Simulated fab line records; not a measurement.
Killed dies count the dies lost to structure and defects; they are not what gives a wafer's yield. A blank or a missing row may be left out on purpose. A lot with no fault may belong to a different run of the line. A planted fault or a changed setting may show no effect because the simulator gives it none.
fab line records / flow rit-cmos
[record] lots = 13 wafers = 39 last-day = 7
route steps=202 shown FOX2@25 M1@202
lots that met no fault: taken from a fault-free run of the same line
start-h: hours from the record's opening day to when the first of the lot's shown wafers began / wait-h: hours since the lot's step before / " same as the row above / L1.1+2: a single row standing in for several wafers / - either no value or no given start / * or withheld: withheld / < > ~ a bound
route shown NAME@n: names a module that has steps shown in the file, with the first one's number in the route / usual: average and standard deviation across the fault-free wafers / same: alike in all rows / chamber/n: place in a boat / sites: each site's reading / _std_site: their standard deviation / _edge_site: inner sites' mean taken away from outer sites' mean / radius-mm: how far each site lies from the wafer's centre / mask NAME#n: copy n / behind: tool/chamber where the wafer was last shaped / hold: what put the lot on hold/how long, in hours/how the hold closed / device: whichever transistor did not switch (one of n, p or np) / end of line: the tests these same wafers got at the end of their route / where a step has no rows: the recipe by itself / killed: count of dies lost to structure and defects at first sort (not the wafer's yield) / map: per-die view of a wafer (x killed, . not killed, _ where there is no die)
set.NAME: the setting that was run; set.NAME@STEP: the one run at that earlier step / model.NAME: the simulator's own value behind a step, which no gauge read
steps of the route over a sample of lots; a table a step, a row a wafer
services: from which hour (start-h, from the record's first day; less than 0 if before it) a tool's chamber was out of use, for how many hours, and why
[[steps]]
[step RIT_FOX2_CLEAN_02]
[recipe] chemistry = dHF dilution = 50:1 time-s = 180
[usual] run-length-s = 208/3.4
lot.wafer=L868.2 tool=wet-bench-02 chamber=0 start-h=20.29 wait-h=0.0 run-length-s=211
lot.wafer=L868.3 tool=wet-bench-02 chamber=0 start-h=20.29 wait-h=0.0 run-length-s=211
lot.wafer=L868.6 tool=wet-bench-02 chamber=0 start-h=20.29 wait-h=0.0 run-length-s=211
lot.wafer=L869.3 tool=wet-bench-02 chamber=2 start-h=25.29 wait-h=0.0 run-length-s=205
lot.wafer=L869.4 tool=wet-bench-02 chamber=2 start-h=25.29 wait-h=0.0 run-length-s=205
lot.wafer=L869.5 tool=wet-bench-02 chamber=2 start-h=25.29 wait-h=0.0 run-length-s=205
lot.wafer=L870.1 tool=wet-bench-04 chamber=0 start-h=32.83 wait-h=0.1 run-length-s=206
lot.wafer=L870.3 tool=wet-bench-04 chamber=0 start-h=32.83 wait-h=0.1 run-length-s=206
lot.wafer=L870.4 tool=wet-bench-04 chamber=0 start-h=32.83 wait-h=0.1 run-length-s=206
lot.wafer=L871.2 tool=wet-bench-02 chamber=1 start-h=38.46 wait-h=0.0 run-length-s=205
lot.wafer=L871.3 tool=wet-bench-02 chamber=1 start-h=38.46 wait-h=0.0 run-length-s=205
lot.wafer=L871.4 tool=wet-bench-02 chamber=1 start-h=38.46 wait-h=0.0 run-length-s=205
lot.wafer=L873.3 tool=wet-bench-04 chamber=3 start-h=46.25 wait-h=0.0 run-length-s=208
lot.wafer=L873.4 tool=wet-bench-04 chamber=3 start-h=46.25 wait-h=0.0 run-length-s=208
lot.wafer=L873.6 tool=wet-bench-04 chamber=3 start-h=46.25 wait-h=0.0 run-length-s=208
lot.wafer=L874.1 tool=wet-bench-04 chamber=1 start-h=53.39 wait-h=0.1 run-length-s=206
lot.wafer=L874.2 tool=wet-bench-04 chamber=1 start-h=53.39 wait-h=0.1 run-length-s=206
lot.wafer=L874.3 tool=wet-bench-04 chamber=1 start-h=53.39 wait-h=0.1 run-length-s=206
lot.wafer=L878.3 tool=wet-bench-02 chamber=2 start-h=68.66 wait-h=0.0 run-length-s=213
lot.wafer=L878.5 tool=wet-bench-02 chamber=2 start-h=68.66 wait-h=0.0 run-length-s=213
lot.wafer=L878.6 tool=wet-bench-02 chamber=2 start-h=68.66 wait-h=0.0 run-length-s=213
lot.wafer=L884.1 tool=wet-bench-02 chamber=1 start-h=99.58 wait-h=0.1 run-length-s=571
lot.wafer=L884.2 tool=wet-bench-02 chamber=1 start-h=99.58 wait-h=0.1 run-length-s=571
lot.wafer=L884.5 tool=wet-bench-02 chamber=1 start-h=99.58 wait-h=0.1 run-length-s=571
lot.wafer=L885.4 tool=wet-bench-04 chamber=0 start-h=103.38 wait-h=0.0 run-length-s=213
lot.wafer=L885.5 tool=wet-bench-04 chamber=0 start-h=103.38 wait-h=0.0 run-length-s=213
lot.wafer=L885.6 tool=wet-bench-04 chamber=0 start-h=103.38 wait-h=0.0 run-length-s=213
lot.wafer=L886.1 tool=wet-bench-04 chamber=0 start-h=109.28 wait-h=0.1 run-length-s=214
lot.wafer=L886.3 tool=wet-bench-04 chamber=0 start-h=109.28 wait-h=0.1 run-length-s=214
lot.wafer=L886.6 tool=wet-bench-04 chamber=0 start-h=109.28 wait-h=0.1 run-length-s=214
lot.wafer=L888.1 tool=wet-bench-03 chamber=3 start-h=119.50 wait-h=0.1 run-length-s=205
lot.wafer=L888.3 tool=wet-bench-03 chamber=3 start-h=119.50 wait-h=0.1 run-length-s=205
lot.wafer=L888.6 tool=wet-bench-03 chamber=3 start-h=119.50 wait-h=0.1 run-length-s=205
lot.wafer=L890.2 tool=wet-bench-04 chamber=1 start-h=129.49 wait-h=0.0 run-length-s=206
lot.wafer=L890.5 tool=wet-bench-04 chamber=1 start-h=129.49 wait-h=0.0 run-length-s=206
lot.wafer=L890.6 tool=wet-bench-04 chamber=1 start-h=129.49 wait-h=0.0 run-length-s=206
lot.wafer=L891.1 tool=wet-bench-04 chamber=0 start-h=133.37 wait-h=0.1 run-length-s=206
lot.wafer=L891.5 tool=wet-bench-04 chamber=0 start-h=133.37 wait-h=0.1 run-length-s=206
lot.wafer=L891.6 tool=wet-bench-04 chamber=0 start-h=133.37 wait-h=0.1 run-length-s=206
[step RIT_FOX2_THK_MEAS_90]
[recipe] reads = SiO2_of_FOX2_OXIDATION_00
[usual] FIELD_OXIDE_LEFT_1_THK = 322/5.9
lot.wafer=L868.2 tool=film-metro-01 chamber=- start-h=21.19 wait-h=0.0 FIELD_OXIDE_LEFT_1_THK[nm]=323
lot.wafer=L868.3 tool=film-metro-01 chamber=- start-h=21.19 wait-h=0.0 FIELD_OXIDE_LEFT_1_THK[nm]=326
lot.wafer=L868.6 tool=film-metro-01 chamber=- start-h=21.19 wait-h=0.0 FIELD_OXIDE_LEFT_1_THK[nm]=315
lot.wafer=L869.3 tool=film-metro-02 chamber=- start-h=26.12 wait-h=0.0 FIELD_OXIDE_LEFT_1_THK[nm]=323
lot.wafer=L869.4 tool=film-metro-02 chamber=- start-h=26.12 wait-h=0.0 FIELD_OXIDE_LEFT_1_THK[nm]=333
lot.wafer=L869.5 tool=film-metro-02 chamber=- start-h=26.12 wait-h=0.0 FIELD_OXIDE_LEFT_1_THK[nm]=323
lot.wafer=L870.1 tool=film-metro-04 chamber=- start-h=33.65 wait-h=0.0 FIELD_OXIDE_LEFT_1_THK[nm]=314
lot.wafer=L870.3 tool=film-metro-04 chamber=- start-h=33.65 wait-h=0.0 FIELD_OXIDE_LEFT_1_THK[nm]=315
lot.wafer=L870.4 tool=film-metro-04 chamber=- start-h=33.65 wait-h=0.0 FIELD_OXIDE_LEFT_1_THK[nm]=315
lot.wafer=L871.2 tool=film-metro-02 chamber=- start-h=39.29 wait-h=0.0 FIELD_OXIDE_LEFT_1_THK[nm]=324
lot.wafer=L871.3 tool=film-metro-02 chamber=- start-h=39.29 wait-h=0.0 FIELD_OXIDE_LEFT_1_THK[nm]=316
lot.wafer=L871.4 tool=film-metro-02 chamber=- start-h=39.29 wait-h=0.0 FIELD_OXIDE_LEFT_1_THK[nm]=320
lot.wafer=L873.3 tool=film-metro-04 chamber=- start-h=47.09 wait-h=0.0 FIELD_OXIDE_LEFT_1_THK[nm]=321
lot.wafer=L873.4 tool=film-metro-04 chamber=- start-h=47.09 wait-h=0.0 FIELD_OXIDE_LEFT_1_THK[nm]=317
lot.wafer=L873.6 tool=film-metro-04 chamber=- start-h=47.09 wait-h=0.0 FIELD_OXIDE_LEFT_1_THK[nm]=316
lot.wafer=L874.1 tool=film-metro-04 chamber=- start-h=54.20 wait-h=0.0 FIELD_OXIDE_LEFT_1_THK[nm]=316
lot.wafer=L874.2 tool=film-metro-04 chamber=- start-h=54.20 wait-h=0.0 FIELD_OXIDE_LEFT_1_THK[nm]=316
lot.wafer=L874.3 tool=film-metro-04 chamber=- start-h=54.20 wait-h=0.0 FIELD_OXIDE_LEFT_1_THK[nm]=316
lot.wafer=L878.3 tool=film-metro-01 chamber=- start-h=69.56 wait-h=0.0 FIELD_OXIDE_LEFT_1_THK[nm]=313
lot.wafer=L878.5 tool=film-metro-01 chamber=- start-h=69.56 wait-h=0.0 FIELD_OXIDE_LEFT_1_THK[nm]=316
lot.wafer=L878.6 tool=film-metro-01 chamber=- start-h=69.56 wait-h=0.0 FIELD_OXIDE_LEFT_1_THK[nm]=320
lot.wafer=L884.1 tool=film-metro-04 chamber=- start-h=100.47 wait-h=0.0 FIELD_OXIDE_LEFT_1_THK[nm]=293
lot.wafer=L884.2 tool=film-metro-04 chamber=- start-h=100.47 wait-h=0.0 FIELD_OXIDE_LEFT_1_THK[nm]=289
lot.wafer=L884.5 tool=film-metro-04 chamber=- start-h=100.47 wait-h=0.0 FIELD_OXIDE_LEFT_1_THK[nm]=291
lot.wafer=L885.4 tool=film-metro-01 chamber=- start-h=104.30 wait-h=0.0 FIELD_OXIDE_LEFT_1_THK[nm]=323
lot.wafer=L885.5 tool=film-metro-01 chamber=- start-h=104.30 wait-h=0.0 FIELD_OXIDE_LEFT_1_THK[nm]=313
lot.wafer=L885.6 tool=film-metro-01 chamber=- start-h=104.30 wait-h=0.0 FIELD_OXIDE_LEFT_1_THK[nm]=322
lot.wafer=L886.1 tool=film-metro-04 chamber=- start-h=110.86 wait-h=0.0 FIELD_OXIDE_LEFT_1_THK[nm]=317
lot.wafer=L886.3 tool=film-metro-04 chamber=- start-h=110.86 wait-h=0.0 FIELD_OXIDE_LEFT_1_THK[nm]=324
lot.wafer=L886.6 tool=film-metro-04 chamber=- start-h=110.86 wait-h=0.0 FIELD_OXIDE_LEFT_1_THK[nm]=318
lot.wafer=L888.1 tool=film-metro-04 chamber=- start-h=120.32 wait-h=0.0 FIELD_OXIDE_LEFT_1_THK[nm]=319
lot.wafer=L888.3 tool=film-metro-04 chamber=- start-h=120.32 wait-h=0.0 FIELD_OXIDE_LEFT_1_THK[nm]=315
lot.wafer=L888.6 tool=film-metro-04 chamber=- start-h=120.32 wait-h=0.0 FIELD_OXIDE_LEFT_1_THK[nm]=324
lot.wafer=L890.2 tool=film-metro-04 chamber=- start-h=130.38 wait-h=0.0 FIELD_OXIDE_LEFT_1_THK[nm]=326
lot.wafer=L890.5 tool=film-metro-04 chamber=- start-h=130.38 wait-h=0.0 FIELD_OXIDE_LEFT_1_THK[nm]=325
lot.wafer=L890.6 tool=film-metro-04 chamber=- start-h=130.38 wait-h=0.0 FIELD_OXIDE_LEFT_1_THK[nm]=332
lot.wafer=L891.1 tool=film-metro-04 chamber=- start-h=134.19 wait-h=0.0 FIELD_OXIDE_LEFT_1_THK[nm]=329
lot.wafer=L891.5 tool=film-metro-04 chamber=- start-h=134.19 wait-h=0.0 FIELD_OXIDE_LEFT_1_THK[nm]=328
lot.wafer=L891.6 tool=film-metro-04 chamber=- start-h=134.19 wait-h=0.0 FIELD_OXIDE_LEFT_1_THK[nm]=330
[step RIT_FOX2_THK_MEAS_91]
[recipe] reads = SiO2_of_FOX2_OXIDATION_00
[usual] FIELD_OXIDE_LEFT_2_THK = 253/6
lot.wafer=L868.2 tool=film-metro-04 chamber=- start-h=34.22 wait-h=0.0 FIELD_OXIDE_LEFT_2_THK[nm]=256
lot.wafer=L868.3 tool=film-metro-04 chamber=- start-h=34.22 wait-h=0.0 FIELD_OXIDE_LEFT_2_THK[nm]=259
lot.wafer=L868.6 tool=film-metro-04 chamber=- start-h=34.22 wait-h=0.0 FIELD_OXIDE_LEFT_2_THK[nm]=248
lot.wafer=L869.3 tool=film-metro-04 chamber=- start-h=40.17 wait-h=0.0 FIELD_OXIDE_LEFT_2_THK[nm]=255
lot.wafer=L869.4 tool=film-metro-04 chamber=- start-h=40.17 wait-h=0.0 FIELD_OXIDE_LEFT_2_THK[nm]=265
lot.wafer=L869.5 tool=film-metro-04 chamber=- start-h=40.17 wait-h=0.0 FIELD_OXIDE_LEFT_2_THK[nm]=255
lot.wafer=L870.1 tool=film-metro-01 chamber=- start-h=47.37 wait-h=0.0 FIELD_OXIDE_LEFT_2_THK[nm]=246
lot.wafer=L870.3 tool=film-metro-01 chamber=- start-h=47.37 wait-h=0.0 FIELD_OXIDE_LEFT_2_THK[nm]=248
lot.wafer=L870.4 tool=film-metro-01 chamber=- start-h=47.37 wait-h=0.0 FIELD_OXIDE_LEFT_2_THK[nm]=247
lot.wafer=L871.2 tool=film-metro-04 chamber=- start-h=55.33 wait-h=0.0 FIELD_OXIDE_LEFT_2_THK[nm]=256
lot.wafer=L871.3 tool=film-metro-04 chamber=- start-h=55.33 wait-h=0.0 FIELD_OXIDE_LEFT_2_THK[nm]=248
lot.wafer=L871.4 tool=film-metro-04 chamber=- start-h=55.33 wait-h=0.0 FIELD_OXIDE_LEFT_2_THK[nm]=252
lot.wafer=L873.3 tool=film-metro-01 chamber=- start-h=61.04 wait-h=0.0 FIELD_OXIDE_LEFT_2_THK[nm]=251
lot.wafer=L873.4 tool=film-metro-01 chamber=- start-h=61.04 wait-h=0.0 FIELD_OXIDE_LEFT_2_THK[nm]=248
lot.wafer=L873.6 tool=film-metro-01 chamber=- start-h=61.04 wait-h=0.0 FIELD_OXIDE_LEFT_2_THK[nm]=247
lot.wafer=L874.1 tool=film-metro-02 chamber=- start-h=66.65 wait-h=0.0 FIELD_OXIDE_LEFT_2_THK[nm]=249
lot.wafer=L874.2 tool=film-metro-02 chamber=- start-h=66.65 wait-h=0.0 FIELD_OXIDE_LEFT_2_THK[nm]=249
lot.wafer=L874.3 tool=film-metro-02 chamber=- start-h=66.65 wait-h=0.0 FIELD_OXIDE_LEFT_2_THK[nm]=249
lot.wafer=L878.3 tool=film-metro-01 chamber=- start-h=82.88 wait-h=0.0 FIELD_OXIDE_LEFT_2_THK[nm]=244
lot.wafer=L878.5 tool=film-metro-01 chamber=- start-h=82.88 wait-h=0.0 FIELD_OXIDE_LEFT_2_THK[nm]=247
lot.wafer=L878.6 tool=film-metro-01 chamber=- start-h=82.88 wait-h=0.0 FIELD_OXIDE_LEFT_2_THK[nm]=252
lot.wafer=L884.1 tool=film-metro-02 chamber=- start-h=112.69 wait-h=0.0 FIELD_OXIDE_LEFT_2_THK[nm]=224
lot.wafer=L884.2 tool=film-metro-02 chamber=- start-h=112.69 wait-h=0.0 FIELD_OXIDE_LEFT_2_THK[nm]=220
lot.wafer=L884.5 tool=film-metro-02 chamber=- start-h=112.69 wait-h=0.0 FIELD_OXIDE_LEFT_2_THK[nm]=222
lot.wafer=L885.4 tool=film-metro-04 chamber=- start-h=117.55 wait-h=0.0 FIELD_OXIDE_LEFT_2_THK[nm]=255
lot.wafer=L885.5 tool=film-metro-04 chamber=- start-h=117.55 wait-h=0.0 FIELD_OXIDE_LEFT_2_THK[nm]=245
lot.wafer=L885.6 tool=film-metro-04 chamber=- start-h=117.55 wait-h=0.0 FIELD_OXIDE_LEFT_2_THK[nm]=254
lot.wafer=L886.1 tool=film-metro-04 chamber=- start-h=123.36 wait-h=0.0 FIELD_OXIDE_LEFT_2_THK[nm]=249
lot.wafer=L886.3 tool=film-metro-04 chamber=- start-h=123.36 wait-h=0.0 FIELD_OXIDE_LEFT_2_THK[nm]=255
lot.wafer=L886.6 tool=film-metro-04 chamber=- start-h=123.36 wait-h=0.0 FIELD_OXIDE_LEFT_2_THK[nm]=250
lot.wafer=L888.1 tool=film-metro-01 chamber=- start-h=132.57 wait-h=0.0 FIELD_OXIDE_LEFT_2_THK[nm]=252
lot.wafer=L888.3 tool=film-metro-01 chamber=- start-h=132.57 wait-h=0.0 FIELD_OXIDE_LEFT_2_THK[nm]=247
lot.wafer=L888.6 tool=film-metro-01 chamber=- start-h=132.57 wait-h=0.0 FIELD_OXIDE_LEFT_2_THK[nm]=256
lot.wafer=L890.2 tool=film-metro-01 chamber=- start-h=142.57 wait-h=0.0 FIELD_OXIDE_LEFT_2_THK[nm]=257
lot.wafer=L890.5 tool=film-metro-01 chamber=- start-h=142.57 wait-h=0.0 FIELD_OXIDE_LEFT_2_THK[nm]=257
lot.wafer=L890.6 tool=film-metro-01 chamber=- start-h=142.57 wait-h=0.0 FIELD_OXIDE_LEFT_2_THK[nm]=264
lot.wafer=L891.1 tool=film-metro-02 chamber=- start-h=146.72 wait-h=0.0 FIELD_OXIDE_LEFT_2_THK[nm]=262
lot.wafer=L891.5 tool=film-metro-02 chamber=- start-h=146.72 wait-h=0.0 FIELD_OXIDE_LEFT_2_THK[nm]=260
lot.wafer=L891.6 tool=film-metro-02 chamber=- start-h=146.72 wait-h=0.0 FIELD_OXIDE_LEFT_2_THK[nm]=262
[step RIT_M1_PROBE_99]
[usual] killed-at-contacts = 0.1/0.29 killed-at-front-end = 7/3 killed-dies = 8/3 killed-open = 3.7/2 killed-short = 3.8/2.1
[same] gross-dies = 264 killed_at_M0_to_M3 = 0 killed_at_M4_up = 0 killed-at-back-side = 0 killed-at-other = 0
lot.wafer=L873.3 tool=prober-02 chamber=- start-h=88.29 wait-h=0.2 killed-at-contacts=0 killed-at-front-end=9 killed-dies=9 killed-open=4 killed-short=5
lot.wafer=L873.4 tool=prober-02 chamber=- start-h=88.34 wait-h=0.2 killed-at-contacts=0 killed-at-front-end=8 killed-dies=8 killed-open=7 killed-short=1
lot.wafer=L873.6 tool=prober-02 chamber=- start-h=88.44 wait-h=0.2 killed-at-contacts=0 killed-at-front-end=13 killed-dies=13 killed-open=6 killed-short=7
// killed by level:class
L873.3 GATE:geometric-particle:short=3 FOX1:geometric-particle:open=2 FOX1:geometric-particle:short=1 FOX2:geometric-particle:open=1 SILICIDE:geometric-particle:open=1 SILICIDE:geometric-particle:short=1
L873.4 GATE:geometric-particle:open=3 REOX:geometric-particle:open=2 FOX1:geometric-particle:open=1 SILICIDE:geometric-particle:open=1 SILICIDE:geometric-particle:short=1
L873.6 FOX1:geometric-particle:short=3 SILICIDE:geometric-particle:open=3 ACTIVE:geometric-particle:short=2 FOX1:geometric-particle:open=1 FOX2:geometric-particle:open=1 FOX2:geometric-particle:short=1 GATE:geometric-particle:short=1 GATE:geometric-particle:open=1
[[services]]
tool=wet-bench-02 chamber=- start-h=23.84 hours=0.6 kind=repair
[[key]]
[first-sign] step = RIT_FOX2_CLEAN_02 reading = run-length-s direction = up sigmas = 99+ usual = * struck = *
[effect] step = RIT_FOX2_THK_MEAS_90 reading = FIELD_OXIDE_LEFT_1_THK direction = down sigmas = 5.3 usual = 322 struck = 291
[effect] step = RIT_FOX2_THK_MEAS_91 reading = FIELD_OXIDE_LEFT_2_THK direction = down sigmas = 5.3 usual = 253 struck = 222
met-at RIT_FOX2_CLEAN_02
struck-lots L884
struck-wafers L884.1,L884.2,L884.5
tester-left-out L884
onset-between 38.46 99.58
[fault] kind = process-parameter-drift tool = wet-bench-02 chamber = 1 onset-h = 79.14 steps = RIT_FOX2_CLEAN_02 channel = time-s offset = * shape = step end-h = 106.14 acts-in = * stated = *
// tester-left-out: of these lots the tester's yield and bins aren't shown, on N5 and GAA mostly nor the transistor test; their killed dies are dies lost to structure and defects alone, not to doping, threshold or leakage, so they don't give the yield
